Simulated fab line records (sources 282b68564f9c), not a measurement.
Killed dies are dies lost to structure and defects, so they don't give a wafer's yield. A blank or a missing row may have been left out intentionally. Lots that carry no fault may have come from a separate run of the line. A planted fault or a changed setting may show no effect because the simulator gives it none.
A lot that was struck, set against a sound lot / flow rit-cmos / 15 steps out of a route of 202
Sound: wafers L993.2, L993.3, L993.4. Wafers struck: L100.3, L100.4, L100.6. The cause is named last.
At each step with rows: each side's tool, then ch and its chambers, then its first start. Under that, the readings that differ: sound wafers / struck wafers / difference of the means / sigmas: that difference in standard deviations of wafers without a fault.
alike: readings whose means differ by less than 2 such deviations, and words and numbers that are the same on both sides. not compared: withheld readings, readings that some wafer has no value for, bounds like >300 that may hide the same value, and numbers for which the record gives no deviation and whose values overlap.
A row with sigmas, a row that says differs or no value, or rows on one side alone: a step with any of these is where the two part. Numbers that have no deviation but don't overlap get no sigmas and don't part them. A reading that every wafer of one side lacks parts them only if that side has two wafers or more.

first, 5 steps without rows for these wafers: RIT_NWELL_COAT_01 (resist thk 1300 nm); RIT_NWELL_SOFTBAKE_02 (time 60 s); RIT_NWELL_EXPOSE_03 (exposes mask M2, target cd 43900 nm); RIT_NWELL_PEB_04; RIT_NWELL_DEVELOP_05 (develop time 68 s).
RIT_NWELL_OVL_MEAS_06:
  sound: overlay-01 at day 3 15:01; struck: overlay-02 at day 4 22:20
  alike: NWELL_OVL
then, 2 steps without rows for these wafers: RIT_NWELL_HARDBAKE_07 (time 120 s); RIT_NWELL_IMPLANT_08.
RIT_NWELL_STRIP_09: strips in O2, time 180 s.
  sound on plasma-asher-02 ch 0,1, day 3 15:26; struck on plasma-asher-04 ch 0,1, day 4 22:49
  alike: drypump-motor-current-A
  not compared: rf-hours-counter-h
RIT_NWELL_TW_MEAS_10:
  sound: film-metro-01 at day 3 15:37; struck: film-metro-03 at day 4 22:58
  alike: NWELL_TW
then, 2 steps without rows for these wafers: RIT_PWELL_HMDS_00 (prime time 60 s); RIT_PWELL_COAT_01 (resist thk 1300 nm).
RIT_PWELL_SOFTBAKE_02: time 60 s.
  sound on litho-track-04 ch 0, day 3 16:00; struck on litho-track-04 ch 0, day 4 23:21
reading=heater-power-total-W (W); sound=34.52 34.67 34.54; struck=35.60 35.72 35.56; difference=+1.05; sigmas=+19
reading=run-length-s (s); sound=88.88 89.09 89.00; struck=82.84 83.24 83.05; difference=-5.95; sigmas=-50
then, 1 step without rows for these wafers: RIT_PWELL_EXPOSE_03 (exposes mask M3, target cd 43700 nm).
RIT_M1_PROBE_99:
  sound: prober-01 at day 5 07:19; struck: prober-02 at day 6 14:19
  alike: killed-at-contacts, killed-at-front-end, killed-dies, killed-open, killed-short

## WHERE THEY PART
Only at RIT_PWELL_SOFTBAKE_02, within this record. Later steps at which nothing parts them and some readings are alike: RIT_M1_PROBE_99.

WHY: whatever the simulator had introduced
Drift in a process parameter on litho-track-04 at RIT_PWELL_SOFTBAKE_02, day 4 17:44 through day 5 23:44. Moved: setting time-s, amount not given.
